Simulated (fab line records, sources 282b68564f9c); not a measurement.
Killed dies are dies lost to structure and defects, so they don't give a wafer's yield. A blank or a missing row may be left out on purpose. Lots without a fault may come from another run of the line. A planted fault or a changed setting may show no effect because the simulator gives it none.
Problem report in the 8D (eight disciplines) form, filled by code | flow rit_cmos | the parts of the form that need people (team, actions taken, sign-off) are left out

1. THE PROBLEM
spin_speed_rpm at RIT_PSD_COAT_01 reads a mean of 3106.4 rpm on 6 wafers of 2 lots; wafers without a fault read 3250.0 rpm with a standard deviation of 2.1. That is -68 standard deviations from the usual mean.
The step: resist thk 1000 nm.
First seen on wafer L151.1, day 6 02:17, on litho_track-01. The record holds 42 wafers of 14 lots with a number at this step. Rule for "out", or "out of limits": more than 4 standard deviations from the usual mean. The other wafers with a number count as sound.

2. WHAT IT IS AND WHAT IT IS NOT
question                    | is                     | is not
which readings at this step | spin_speed_rpm         | -
which lots                  | L151, L154             | L136, L137, L138, L139, L140, L142, L144, L145, L147, L153, L156, L157
which wafers of those lots  | all that have a number | -
read on which tools         | litho_track-01         | litho_track-02, litho_track-04
when                        | from day 6 02:17       | up to then (27 sound wafers); but 9 sound wafers of L153, L156, L157 came after

3. SUSPECTS, AND WHAT RULES EACH OUT
Counting: a tool at a process step up to the reading stays a suspect if it ran every lot that is out and no sound lot after the first of them.
- litho_track-01 at RIT_PSD_COAT_01 (resist thk 1000 nm): kept. It ran every lot that is out, first L151 (day 6 02:17), and no sound lot after that; its last sound lot up to then is L147 (day 5 06:35). Its own readings are out on those wafers: spin_speed_rpm.
Left after counting: litho_track-01 at RIT_PSD_COAT_01.

4. THE CAUSE (what the simulator had put in)
Process parameter drift: litho_track-01, from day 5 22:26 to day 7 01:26, at RIT_PSD_COAT_01. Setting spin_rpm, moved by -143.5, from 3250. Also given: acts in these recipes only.
Counting left only this tool.

5. THE CHAIN OF EFFECTS, in route order
Each row: a reading whose mean over the struck wafers that have a number lies more than 3 standard deviations from the usual. Only readings for which the record gives a usual standard deviation are gone through. hours: the time from each lot's start at the first step in this table that gives one to its start at this step, as a median over the lots. sigmas: the change in usual standard deviations.
hours | step            | reading        | usual      | on struck wafers | change | sigmas
0     | RIT_PSD_COAT_01 | spin_speed_rpm | 3250.0 rpm | 3106.4           | -143.6 | -68
The process steps in it:
- RIT_PSD_COAT_01: resist thk 1000 nm.

6. WHAT WOULD HAVE CAUGHT IT SOONER
In this record the first reading out of limits was taken at day 6 02:17, 4 hours after the fault began at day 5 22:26.
